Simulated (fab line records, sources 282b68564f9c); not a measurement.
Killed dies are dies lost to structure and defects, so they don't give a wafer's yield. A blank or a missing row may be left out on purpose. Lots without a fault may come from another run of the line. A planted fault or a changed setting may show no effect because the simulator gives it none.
fab line records | flow rit_cmos
record lots=5 wafers=23
route steps=202 shown SPACER@125 PSD@150 SDANNEAL@155 SILICIDE@162 M1@196
start_h: hours from the record's first day to the start of the lot's first wafer shown | wait_h: hours since the lot's step before | " the same as in the row above | L1.1+2: a row that stands for several wafers | - no value, or no start given | * or withheld: withheld | < > ~ a bound
route shown NAME@n: a module of which the file shows steps, and the number in the route of the first | usual: mean/standard deviation of fault-free wafers | same: alike in all rows | chamber/n: place in a boat | sites: the reading at each site | _std_site: their standard deviation | _edge_site: outer sites' mean less inner sites' | radius_mm: how far each site lies from the wafer's centre | mask NAME#n: copy n | behind: the tool/chamber that last shaped the wafer | hold: why the lot was held/for how many hours/how that ended | device: the transistor (n, p or np) that didn't switch | end of line: the same wafers' tests at the end of the route | a step without rows: its recipe alone | killed: dies lost to structure and defects at the first sort, not the wafer's yield | map: a wafer's dies, x killed, . not, _ none there
set.NAME: the setting as run; set.NAME@STEP: as run at that earlier step | model.NAME: the simulator's own value behind a step, which no gauge read
lots whose settings were changed on purpose; a table a step, a row a wafer
## steps
# step RIT_SPACER_CLEAN_00
# recipe chemistry=SC1 mix=3:3:50 time_s=600 temp_c=75
# columns lot.wafer tool chamber start_h wait_h set.time_s model.SiO2_of_FOX2_OXIDATION_00.thk_nm
L074.1 - - - 0.1 543.8 243.3
L074.2 " - " " 543.8 242.6
L074.3 " - " " 543.8 238.1
L074.4 " - " " 543.8 241.9
L074.6 " - " " 543.8 242.7
L075.1 - - - 0.1 600 231.9
L075.2 " - " " 600 224.4
L075.3 " - " " 600 225.4
L075.4 " - " " 600 226.3
L075.5 " - " " 600 229.7
L078.1 - - - 0.1 689.6 201
L078.2 " - " " 689.6 200.2
L078.4 " - " " 689.6 203.9
L078.5 " - " " 689.6 199.3
L078.6 " - " " 689.6 198.3
L079.3 wet_bench-04 2 73.85 0.0 600 242.5
L079.4 " 2 " " 600 242.3
L079.5 " 2 " " 600 239.1
L084.1 - - - 0.1 679.4 207.5
L084.2 " - " " 679.4 208.1
L084.4 " - " " 679.4 204.5
L084.5 " - " " 679.4 212.6
L084.6 " - " " 679.4 204.2
# step RIT_PSD_IMPLANT_08
# recipe species=BF2 energy_kev=27 dose_cm2=5e+15 tilt_deg=7
# columns lot.wafer tool chamber start_h wait_h set.energy_kev model.implant.rp_nm model.implant.drp_nm
L074.1+3+6 implanter-04 0 54.11 0.1 27.57 22.37 12.22
L074.2+4 " 0 " " 27 22 12.05
L075.1+2+4 implanter-04 0 58.57 0.1 28.39 22.87 12.48
L075.3+5 " 0 " " 27 21.96 12.05
L078.1+5 implanter-03 0 70.77 0.1 27.77 22.88 12.29
L078.2+4+6 " 0 " " 27 22.37 12.05
L079.3+4+5 implanter-03 0 79.01 0.1 27 21.38 12.05
L084.1+2+4 implanter-04 0 105.05 0.1 27 21.63 12.05
L084.5+6 " 0 " " 27.84 22.17 12.31
# step RIT_PSD_STRIP_09
# recipe chemistry=O2 time_s=180 resist=NOVOLAK platen_temp_c=withheld power_w=500 pressure_mtorr=4000 o2_flow_sccm=4000
# step RIT_SDANNEAL_CLEAN_02
# recipe chemistry=SC2 mix=3:3:50 time_s=600 temp_c=75 dry=n2_spin
# step RIT_SDANNEAL_RTA_03
# recipe temp_c=1050 time_s=5 idle_temp_c=600 ramp_up_c_per_s=342 ramp_down_c_per_s=171 cool_to_c=600 ambient=N2
# step RIT_SDANNEAL_RS_MEAS_04
# recipe thk_meas_gauge=four-point-probe
# usual PSD_RS=115.88/0.3
# columns lot.wafer tool chamber start_h wait_h set.energy_kev@PSD_IMPLANT_08 PSD_RS[ohm/sq]
L074.1 film_metro-04 - 54.94 0.0 27.57 114.43
L074.2 " - " " 27 115.86
L074.3 " - " " 27.57 114.41
L074.4 " - " " 27 115.90
L074.6 " - " " 27.57 114.54
L075.1 film_metro-04 - 59.38 0.0 28.39 113.18
L075.2 " - " " 28.39 113.51
L075.3 " - " " 27 116.12
L075.4 " - " " 28.39 113.36
L075.5 " - " " 27 116.13
L078.1 film_metro-01 - 71.60 0.0 27.77 114.59
L078.2 " - " " 27 116.20
L078.4 " - " " 27 115.91
L078.5 " - " " 27.77 114.53
L078.6 " - " " 27 116.18
L079.3 film_metro-01 - 79.84 0.1 27 115.95
L079.4 " - " " 27 115.55
L079.5 " - " " 27 116.02
L084.1 film_metro-01 - 105.88 0.0 27 116.20
L084.2 " - " " 27 116.37
L084.4 " - " " 27 116.28
L084.5 " - " " 27.84 113.93
L084.6 " - " " 27.84 114.28
# step RIT_SILICIDE_SPUTTER_01
# recipe material=Ti target_thk_nm=30 power_w=350 chamber_pressure_pa=0.667 gas=Ar time_s=240 substrate_temp_c=25
# columns lot.wafer tool chamber start_h wait_h set.time_s model.Ti_of_SILICIDE_SPUTTER_01.thk_nm
L074.1 pvd_sputter-04 - 55.43 0.0 270.1 34.69
L074.2 " - " " 270.1 34.36
L074.3 " - " " 270.1 34.12
L074.4 " - " " 240 30.74
L074.6 " - " " 240 30.71
L075.1 pvd_sputter-04 - 59.87 0.0 240 30.63
L075.2 " - " " 226.2 28.73
L075.3 " - " " 240 30.26
L075.4 " - " " 226.2 28.5
L075.5 " - " " 240 30.19
L078.1 pvd_sputter-03 - 72.09 0.0 240 30.34
L078.2 " - " " 240 30.17
L078.4 " - " " 206.2 26.03
L078.5 " - " " 240 30.01
L078.6 " - " " 206.2 25.96
L079.3 pvd_sputter-04 - 80.30 0.0 240 30.14
L079.4 " - " " 240 29.84
L079.5 " - " " 240 29.89
L084.1 pvd_sputter-03 - 106.37 0.0 240 30.28
L084.2 " - " " 240 29.95
L084.4 " - " " 240 30.23
L084.5 " - " " 240 30.12
L084.6 " - " " 240 30.3
# step RIT_SILICIDE_RS_MEAS_02
# recipe thk_meas_gauge=four-point-probe reads=Ti_of_SILICIDE_SPUTTER_01
# usual SILICIDE_TI_RS=47.5/0.65
# columns lot.wafer tool chamber start_h wait_h set.time_s@SILICIDE_SPUTTER_01 SILICIDE_TI_RS[ohm/sq]
L074.1 film_metro-01 - 55.58 0.1 270.1 39.9
L074.2 " - " " 270.1 40.4
L074.3 " - " " 270.1 40.7
L074.4 " - " " 240 46.3
L074.6 " - " " 240 46.3
L075.1 film_metro-03 - 60.02 0.1 240 46.6
L075.2 " - " " 226.2 50.6
L075.3 " - " " 240 47.3
L075.4 " - " " 226.2 51.0
L075.5 " - " " 240 47.5
L078.1 film_metro-01 - 72.24 0.1 240 47.2
L078.2 " - " " 240 47.5
L078.4 " - " " 206.2 57.3
L078.5 " - " " 240 47.8
L078.6 " - " " 206.2 57.3
L079.3 film_metro-03 - 80.49 0.1 240 47.6
L079.4 " - " " 240 48.2
L079.5 " - " " 240 48.1
L084.1 film_metro-04 - 106.52 0.1 240 47.3
L084.2 " - " " 240 48.0
L084.4 " - " " 240 47.4
L084.5 " - " " 240 47.7
L084.6 " - " " 240 47.3
# step RIT_SILICIDE_THK_MEAS_03
# recipe thk_meas_gauge=xrf reads=Ti_of_SILICIDE_SPUTTER_01
# usual SILICIDE_TI_THK=30.2/0.42
# columns lot.wafer tool chamber start_h wait_h set.time_s@SILICIDE_SPUTTER_01 SILICIDE_TI_THK[nm]
L074.1 film_metro-01 - 55.70 0.1 270.1 34.7
L074.2 " - " " 270.1 34.5
L074.3 " - " " 270.1 34.1
L074.4 " - " " 240 30.7
L074.6 " - " " 240 30.8
L075.1 film_metro-03 - 60.14 0.1 240 30.9
L075.2 " - " " 226.2 28.9
L075.3 " - " " 240 30.5
L075.4 " - " " 226.2 28.7
L075.5 " - " " 240 30.4
L078.1 film_metro-01 - 72.36 0.1 240 30.6
L078.2 " - " " 240 30.1
L078.4 " - " " 206.2 26.1
L078.5 " - " " 240 30.1
L078.6 " - " " 206.2 25.9
L079.3 film_metro-03 - 80.59 0.1 240 30.3
L079.4 " - " " 240 29.9
L079.5 " - " " 240 30.0
L084.1 film_metro-04 - 106.64 0.1 240 30.1
L084.2 " - " " 240 29.4
L084.4 " - " " 240 29.9
L084.5 " - " " 240 29.7
L084.6 " - " " 240 30.0
# step RIT_M1_METAL_ETCH_12
# recipe stop_on=SiO2 chemistry=Cl2/BCl3 target=Al time_s=165 over_etch_frac=0.5 pressure_mtorr=100 target_depth_a=6000 rf_w=250 Cl2_flow_sccm=60 bcl3_flow_sccm=50
# columns lot.wafer tool chamber start_h wait_h set.rf_w model.NOVOLAK_of_M1_COAT_04.thk_nm
L074.1 rie_metal-02 1 60.43 0.2 232.7 838.6
L074.2 " 0 " " 250 821.3
L074.3 " 1 " " 232.7 841.2
L074.4 " 0 " " 232.7 843.3
L074.6 " 0 " " 250 827.4
L075.1 rie_metal-01 0 64.62 0.2 250 794.4
L075.2 " 1 " " 264.9 779.4
L075.3 " 1 " " 264.9 777.2
L075.4 " 0 " " 250 798.8
L075.5 " 0 " " 264.9 776
L078.1 rie_metal-01 0 77.00 0.2 250 799.9
L078.2 " 1 " " 262.8 789.1
L078.4 " 1 " " 250 803.4
L078.5 " 1 " " 262.8 783.3
L078.6 " 0 " " 262.8 782.7
L079.3 rie_metal-03 0 84.98 0.2 250 794.6
L079.4 " 1 " " 250 808
L079.5 " 1 " " 250 806.4
L084.1 rie_metal-01 0 111.36 0.2 250 800.6
L084.2 " 1 " " 250 811
L084.4 " 0 " " 237.6 823.1
L084.5 " 1 " " 237.6 828.3
L084.6 " 0 " " 237.6 820.2
## key
split step=RIT_SPACER_CLEAN_00 setting=time_s stated=600 by=lot
response step=RIT_SPACER_CLEAN_00 reading=model.SiO2_of_FOX2_OXIDATION_00.thk_nm change=-1.71 per=1% r=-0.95
split step=RIT_PSD_IMPLANT_08 setting=energy_kev stated=27 by=wafer
response step=RIT_PSD_IMPLANT_08 reading=model.implant.rp_nm change=+0.175 per=1% r=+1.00
response step=RIT_PSD_IMPLANT_08 reading=model.implant.drp_nm change=+0.0843 per=1% r=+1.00
response step=RIT_SDANNEAL_RS_MEAS_04 reading=PSD_RS change=-0.582 per=1% r=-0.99
split step=RIT_SILICIDE_SPUTTER_01 setting=time_s stated=240 by=wafer
response step=RIT_SILICIDE_SPUTTER_01 reading=model.Ti_of_SILICIDE_SPUTTER_01.thk_nm change=+0.295 per=1% r=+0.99
response step=RIT_SILICIDE_RS_MEAS_02 reading=SILICIDE_TI_RS change=-0.603 per=1% r=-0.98
response step=RIT_SILICIDE_THK_MEAS_03 reading=SILICIDE_TI_THK change=+0.298 per=1% r=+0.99
split step=RIT_M1_METAL_ETCH_12 setting=rf_w stated=250 by=wafer
response step=RIT_M1_METAL_ETCH_12 reading=model.NOVOLAK_of_M1_COAT_04.thk_nm change=-3.01 per=1% r=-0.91
